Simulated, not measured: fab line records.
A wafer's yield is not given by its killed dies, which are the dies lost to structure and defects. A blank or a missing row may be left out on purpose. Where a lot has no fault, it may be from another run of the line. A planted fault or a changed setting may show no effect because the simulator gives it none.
The tool behind it: which one? | flow berkeleyCmos170 | 42 wafers from 14 lots sampled at 2 of the route's 331 steps

WHAT THE GAUGES READ, wafer by wafer
The record holds no reading of a measuring or inspecting step that can be judged against a usual standard deviation.

EACH LOT AND THE TOOL THAT RAN IT (in order: tool; ch and the chambers of the sampled wafers; start)
lot  | UCB170_PFIELD_COAT_01           | UCB170_PFIELD_STRIP_08
L985 | lithoTrack-04 ch 0, day 4 21:16 | plasmaAsher-02 ch 0,1, day 4 22:29
L984 | lithoTrack-01 ch 0, day 4 21:31 | plasmaAsher-01 ch 1, day 4 22:32
L986 | lithoTrack-02 ch 0, day 5 07:07 | plasmaAsher-02 ch 1, day 5 08:14
L987 | lithoTrack-01 ch 0, day 5 07:13 | plasmaAsher-03 ch 0,1, day 5 08:22
L988 | lithoTrack-01 ch 0, day 5 09:34 | plasmaAsher-03 ch 0,1, day 5 10:33
L990 | lithoTrack-02 ch 0, day 5 21:01 | plasmaAsher-03 ch 0,1, day 5 22:51
L992 | lithoTrack-02 ch 0, day 6 08:50 | plasmaAsher-02 ch 0,1, day 6 09:51
L991 | lithoTrack-04 ch 0, day 6 08:56 | plasmaAsher-03 ch 0,1, day 6 10:32
L994 | lithoTrack-02 ch 0, day 6 15:43 | plasmaAsher-03 ch 0,1, day 6 16:43
L995 | lithoTrack-01 ch 0, day 7 01:01 | plasmaAsher-01 ch 0,1, day 7 01:52
L998 | lithoTrack-01 ch 0, day 7 15:38 | plasmaAsher-02 ch 0,1, day 7 17:01
L999 | lithoTrack-04 ch 0, day 7 15:43 | plasmaAsher-03 ch 0,1, day 7 17:28
L100 | lithoTrack-01 ch 0, day 7 16:32 | plasmaAsher-03 ch 0,1, day 7 17:44
L103 | lithoTrack-02 ch 0, day 8 11:37 | plasmaAsher-03 ch 0,1, day 8 12:37
- UCB170_PFIELD_COAT_01: resist thk 900 nm.
- UCB170_PFIELD_STRIP_08: strips in O2.

AS READ BY THE TOOLS THEMSELVES (means over the sampled wafers that have a number; for cases with no such wafer, the mark the record gives instead)
UCB170_PFIELD_COAT_01. Usual: spinSpeedRpm at 1500.0 rpm, with a standard deviation of 0.97.
lot  | tool          | spinSpeedRpm (rpm) | flag
L985 | lithoTrack-04 | 1499.9             | 
L984 | lithoTrack-01 | 1500.6             | 
L986 | lithoTrack-02 | 1500.6             | 
L987 | lithoTrack-01 | 1499.2             | 
L988 | lithoTrack-01 | 1499.4             | 
L990 | lithoTrack-02 | 1501.6             | 
L992 | lithoTrack-02 | 1499.3             | 
L991 | lithoTrack-04 | 1498.5             | 
L994 | lithoTrack-02 | 1499.5             | 
L995 | lithoTrack-01 | 1499.1             | 
L998 | lithoTrack-01 | 1533.9             | OFF
L999 | lithoTrack-04 | 1501.7             | 
L100 | lithoTrack-01 | 1534.9             | OFF
L103 | lithoTrack-02 | 1500.6             | 

UCB170_PFIELD_STRIP_08. Usual: drypumpMotorCurrentA 5.92 A, standard deviation 0.23; oesProductAu 0.734 a.u., standard deviation 0.0047; stripTimeToEndpointS 21.62 s, standard deviation 0.057.
lot  | tool           | drypumpMotorCurrentA (A) | oesProductAu (a.u.) | stripTimeToEndpointS (s) | flag
L985 | plasmaAsher-02 | 5.98                     | 0.731               | 21.70                    | 
L984 | plasmaAsher-01 | 6.09                     | 0.733               | 21.60                    | 
L986 | plasmaAsher-02 | 6.26                     | 0.734               | 21.66                    | 
L987 | plasmaAsher-03 | 5.95                     | 0.736               | 21.66                    | 
L988 | plasmaAsher-03 | 5.78                     | 0.735               | 21.60                    | 
L990 | plasmaAsher-03 | 5.80                     | 0.730               | 21.62                    | 
L992 | plasmaAsher-02 | 5.96                     | 0.733               | 21.63                    | 
L991 | plasmaAsher-03 | 5.79                     | 0.736               | 21.71                    | 
L994 | plasmaAsher-03 | 5.95                     | 0.739               | 21.69                    | 
L995 | plasmaAsher-01 | 6.00                     | 0.733               | 21.57                    | 
L998 | plasmaAsher-02 | 5.97                     | 0.732               | 21.36                    | OFF
L999 | plasmaAsher-03 | 5.79                     | 0.738               | 21.65                    | 
L100 | plasmaAsher-03 | 5.80                     | 0.734               | 21.37                    | OFF
L103 | plasmaAsher-03 | 5.93                     | 0.738               | 21.62                    | 

THE ANSWER, worked out from the rows above alone
Rule: a lot counts as off when the mean over its wafers that have a number is more than 3 standard deviations away from the usual mean. Also off: a lot with no number at a reading for which 4 or more lots have one. Any other lot the step has rows for is counted as sound. Order of review: gauges by route order, followed by the tools' own readings, for which a lot's mean as printed above is used. The first step at which some lot is off is used, and at that step the reading that is off furthest; a lot without a number counts as furthest.
Off at UCB170_PFIELD_COAT_01 (spinSpeedRpm): L998, L100.
If a tool, at that step or one of the process steps before it, ran each lot that is off and ran no sound lot following the first of them, it fits. One fits: UCB170_PFIELD_COAT_01 on lithoTrack-01. Its last sound lot is L995 (day 7 01:01), its first lot that is off L998 (day 7 15:38): a fault that began between those two fits.
The tool's own readings at UCB170_PFIELD_COAT_01 bear it out: on the lots that are off they differ by more than 5 times the standard deviation of the sound lots' means. spinSpeedRpm reads 1534.4 rpm there against 1500.0 rpm on the sound lots.

WHAT WAS PUT IN BY THE SIMULATOR
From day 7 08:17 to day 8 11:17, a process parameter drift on lithoTrack-01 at UCB170_PFIELD_COAT_01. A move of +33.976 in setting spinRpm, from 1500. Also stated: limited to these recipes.
Lots struck among those shown: L998, L100. The rule above found the same.
